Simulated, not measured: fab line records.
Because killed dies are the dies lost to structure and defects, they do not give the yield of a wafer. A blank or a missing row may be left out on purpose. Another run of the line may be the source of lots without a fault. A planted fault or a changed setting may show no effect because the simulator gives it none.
The tool behind it: which one? || flow berkeley_cmos170 || Sampling: 12 lots, 36 wafers, 4 of 331 route steps

== WHAT EACH GAUGE READ, for each wafer ==
UCB170_START_BOW_MEAS_00.
{"lot": "L339", "measured": "day 1 10:02", "on": "film_metro-01", "INCOMING_BOW (um)": "-1 -8 6"}
{"lot": "L340", "measured": "day 1 15:00", "on": "film_metro-02", "INCOMING_BOW (um)": "9 5 10"}
{"lot": "L343", "measured": "day 2 06:00", "on": "film_metro-03", "INCOMING_BOW (um)": "6 3 -9"}
{"lot": "L344", "measured": "day 2 11:00", "on": "film_metro-01", "INCOMING_BOW (um)": "-8 13 -3"}
{"lot": "L350", "measured": "day 3 17:01", "on": "film_metro-03", "INCOMING_BOW (um)": "-3 -6 -3"}
{"lot": "L353", "measured": "day 4 08:00", "on": "film_metro-01", "INCOMING_BOW (um)": "5 -14 7"}
{"lot": "L354", "measured": "day 4 13:01", "on": "film_metro-01", "INCOMING_BOW (um)": "-4 7 1"}
{"lot": "L355", "measured": "day 4 18:01", "on": "film_metro-02", "INCOMING_BOW (um)": "1 0 -8"}
{"lot": "L357", "measured": "day 5 04:00", "on": "film_metro-02", "INCOMING_BOW (um)": "0 15 11"}
{"lot": "L359", "measured": "day 5 14:01", "on": "film_metro-01", "INCOMING_BOW (um)": "10 2 11"}
{"lot": "L361", "measured": "day 6 00:00", "on": "film_metro-02", "INCOMING_BOW (um)": "-13 3 -9"}
{"lot": "L362", "measured": "day 6 05:04", "on": "film_metro-01", "INCOMING_BOW (um)": "-2 -6 5"}

UCB170_NVT_TW_MEAS_09.
{"lot": "L339", "measured": "day 6 10:24", "on": "film_metro-04", "NVT_TW": "517 516 514"}
{"lot": "L340", "measured": "day 6 10:20", "on": "film_metro-01", "NVT_TW": "526 526 527"}
{"lot": "L343", "measured": "day 7 12:56", "on": "film_metro-01", "NVT_TW": "525 525 527"}
{"lot": "L344", "measured": "day 7 14:08", "on": "film_metro-01", "NVT_TW": "30 30 30"}
{"lot": "L350", "measured": "day 8 15:46", "on": "film_metro-04", "NVT_TW": "30 30 30"}
{"lot": "L353", "measured": "day 9 10:11", "on": "film_metro-04", "NVT_TW": "519 520 516"}
{"lot": "L354", "measured": "day 9 18:00", "on": "film_metro-01", "NVT_TW": "524 526 525"}
{"lot": "L355", "measured": "day 10 03:22", "on": "film_metro-04", "NVT_TW": "515 516 518"}
{"lot": "L357", "measured": "day 10 03:23", "on": "film_metro-01", "NVT_TW": "524 526 528"}
{"lot": "L359", "measured": "day 10 18:23", "on": "film_metro-03", "NVT_TW": "528 526 526"}
{"lot": "L361", "measured": "day 11 06:32", "on": "film_metro-01", "NVT_TW": "525 528 528"}
{"lot": "L362", "measured": "day 11 13:43", "on": "film_metro-04", "NVT_TW": "518 520 516"}

UCB170_PSD_OVL_MEAS_07.
{"lot": "L339", "measured": "day 7 15:13", "on": "overlay-02", "PSD_OVL (nm)": "-10 -13 -1"}
{"lot": "L340", "measured": "day 7 15:22", "on": "overlay-01", "PSD_OVL (nm)": "3 -10 3"}
{"lot": "L343", "measured": "day 8 17:22", "on": "overlay-02", "PSD_OVL (nm)": "-4 4 0"}
{"lot": "L344", "measured": "day 8 17:16", "on": "overlay-01", "PSD_OVL (nm)": "-3 8 4"}
{"lot": "L350", "measured": "day 10 00:43", "on": "overlay-02", "PSD_OVL (nm)": "-2 -4 2"}
{"lot": "L353", "measured": "day 10 16:58", "on": "overlay-01", "PSD_OVL (nm)": "7 10 -7"}
{"lot": "L354", "measured": "day 11 01:53", "on": "overlay-02", "PSD_OVL (nm)": "2 1 -3"}
{"lot": "L355", "measured": "day 11 10:06", "on": "overlay-01", "PSD_OVL (nm)": "-2 8 -1"}
{"lot": "L357", "measured": "day 11 10:11", "on": "overlay-02", "PSD_OVL (nm)": "4 2 3"}
{"lot": "L359", "measured": "day 12 01:43", "on": "overlay-01", "PSD_OVL (nm)": "3 -3 2"}
{"lot": "L361", "measured": "day 12 09:31", "on": "overlay-02", "PSD_OVL (nm)": "1 -9 9"}
{"lot": "L362", "measured": "day 12 19:50", "on": "overlay-02", "PSD_OVL (nm)": "-5 -1 0"}

== WHICH TOOL RAN EACH LOT (tool, then ch and the chambers of the sampled wafers, then the start) ==
{"lot": "L339", "UCB170_NVT_DEVELOP_05": "litho_track-04 ch 0, day 6 10:00"}
{"lot": "L340", "UCB170_NVT_DEVELOP_05": "litho_track-02 ch 0, day 6 09:00"}
{"lot": "L343", "UCB170_NVT_DEVELOP_05": "litho_track-01 ch 0, day 7 12:00"}
{"lot": "L344", "UCB170_NVT_DEVELOP_05": "litho_track-01 ch 0, day 7 13:00"}
{"lot": "L350", "UCB170_NVT_DEVELOP_05": "litho_track-01 ch 0, day 8 15:00"}
{"lot": "L353", "UCB170_NVT_DEVELOP_05": "litho_track-04 ch 0, day 9 09:00"}
{"lot": "L354", "UCB170_NVT_DEVELOP_05": "litho_track-02 ch 0, day 9 17:00"}
{"lot": "L355", "UCB170_NVT_DEVELOP_05": "litho_track-04 ch 0, day 10 02:00"}
{"lot": "L357", "UCB170_NVT_DEVELOP_05": "litho_track-02 ch 0, day 10 02:00"}
{"lot": "L359", "UCB170_NVT_DEVELOP_05": "litho_track-02 ch 0, day 10 17:00"}
{"lot": "L361", "UCB170_NVT_DEVELOP_05": "litho_track-04 ch 0, day 11 06:00"}
{"lot": "L362", "UCB170_NVT_DEVELOP_05": "litho_track-01 ch 0, day 11 13:00"}
- UCB170_NVT_DEVELOP_05: develop time 45 s.

== AS READ BY THE TOOLS THEMSELVES (means over the sampled wafers that have a number; for cases with no such wafer, the mark the record gives instead) ==
The record holds no such reading with a usual standard deviation.

== THE ANSWER, worked out from the rows above alone ==
Rule: usual is defined by the lots themselves. Put in order of their means at a reading, lots are off if they are a third of the lots or fewer, leave a main group of 4 or more, and stand apart from it by a gap of 3 or more times the standard deviation of the main group's means; of several such gaps the widest counts. Not used: any main group whose means are identical at the precision the tables above print for the reading. A lot without any number at a reading at which 4 lots or more have one is off too. The other lots that the step has rows for count as sound. Order of review: gauges by route order, followed by the tools' own readings, for which a lot's mean as printed above is used. At the first step where some lot is off, the reading lying furthest off is the one used; lots without a number count as furthest.
Off: L344, L350, seen at UCB170_NVT_TW_MEAS_09 (NVT_TW). The main group has a mean of 522 with a standard deviation of 4.5.
A tool fits if, at a process step before that reading, it ran every lot that is off, and no sound lot after the first of them. The gauges at UCB170_NVT_TW_MEAS_09 are tried like those tools. Not one of the candidates tried fits.

== WHAT THE SIMULATOR HAD PUT IN ==
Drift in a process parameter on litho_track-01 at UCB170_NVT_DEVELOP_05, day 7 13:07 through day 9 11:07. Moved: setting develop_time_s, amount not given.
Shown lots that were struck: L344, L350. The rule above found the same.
